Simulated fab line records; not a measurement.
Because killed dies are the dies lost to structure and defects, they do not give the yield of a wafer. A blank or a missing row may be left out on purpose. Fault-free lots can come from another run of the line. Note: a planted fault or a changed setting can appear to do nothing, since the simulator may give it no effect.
Split-lot experiment + flow rit-cmos + 23 wafers read across 5 lots, on a route 202 steps long

== THE SPLIT ITSELF ==
At RIT_REOX_OXIDATION_03 (target thk 25.2 nm, ox time 5580 s), the setting temp-c was moved away from the recipe's 900 C on 5 of the 23 wafers read, by +1.1%. This setting was run at the recipe's value on the other wafers.

There is no step in the file separating the split from the reading.

== THE READING ==
REOX_OXIDE_THK, in nm, at RIT_REOX_THK_MEAS_04. A value of 25.0 nm with a standard deviation of 0.53 nm is what fault-free wafers of this fab line usually give.

| wafer  | tool, chamber at the split | temp-c as run, C | against the recipe | REOX_OXIDE_THK, nm | against lot-mates on the recipe |
|--------|----------------------------|------------------|--------------------|--------------------|---------------------------------|
| L074.1 | -, -                       | 910.3            | +1.1%              | 26.7               | no lot-mate on the recipe       |
| L074.2 | -, -                       | 910.3            | +1.1%              | 27.0               | no lot-mate on the recipe       |
| L074.4 | -, -                       | 910.3            | +1.1%              | 27.1               | no lot-mate on the recipe       |
| L074.5 | -, -                       | 910.3            | +1.1%              | 27.2               | no lot-mate on the recipe       |
| L074.6 | -, -                       | 910.3            | +1.1%              | 27.3               | no lot-mate on the recipe       |
| L078.1 | furnace-03, 0              | 900              | recipe             | 24.9               | -                               |
| L078.2 | furnace-03, 0              | 900              | recipe             | 25.1               | -                               |
| L078.5 | furnace-03, 0              | 900              | recipe             | 25.1               | -                               |
| L079.1 | -, -                       | 900              | recipe             | 24.7               | -                               |
| L079.2 | -, -                       | 900              | recipe             | 24.8               | -                               |
| L079.4 | -, -                       | 900              | recipe             | 24.7               | -                               |
| L079.5 | -, -                       | 900              | recipe             | 24.7               | -                               |
| L079.6 | -, -                       | 900              | recipe             | 25.6               | -                               |
| L080.2 | -, -                       | 900              | recipe             | 25.5               | -                               |
| L080.3 | -, -                       | 900              | recipe             | 24.8               | -                               |
| L080.4 | -, -                       | 900              | recipe             | 25.1               | -                               |
| L080.5 | -, -                       | 900              | recipe             | 24.8               | -                               |
| L080.6 | -, -                       | 900              | recipe             | 25.2               | -                               |
| L084.1 | -, -                       | 900              | recipe             | 25.3               | -                               |
| L084.2 | -, -                       | 900              | recipe             | 24.7               | -                               |
| L084.3 | -, -                       | 900              | recipe             | 25.0               | -                               |
| L084.4 | -, -                       | 900              | recipe             | 25.4               | -                               |
| L084.6 | -, -                       | 900              | recipe             | 25.1               | -                               |

THE FIT
A straight line over all 23 wafers: REOX_OXIDE_THK changes by +1.78 nm for each +1% of temp-c; r = +0.95; the points scatter about the line by 0.28 nm.
Too few moved wafers with a lot-mate on the recipe to fit a line net of each lot's own level.

== THE WHOLE CHAIN: every reading that the file lists as answering this split, in the file's order ==
| step                  | what it does                       | reading                                                                           | change (the file's fit)              | r (the file's) |
|-----------------------|------------------------------------|-----------------------------------------------------------------------------------|--------------------------------------|----------------|
| RIT_REOX_OXIDATION_03 | target thk 25.2 nm, ox time 5580 s | SiO2_of_REOX_OXIDATION_03.thk-nm (the simulator's own value, which no gauge read) | +1.77 nm for each +1% of the setting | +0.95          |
| RIT_REOX_THK_MEAS_04  |                                    | REOX_OXIDE_THK                                                                    | +1.78 for each +1% of the setting    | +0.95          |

== THE FILE'S OWN FIT ==
REOX_OXIDE_THK changes by +1.78 nm for each +1% of temp-c, r = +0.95.
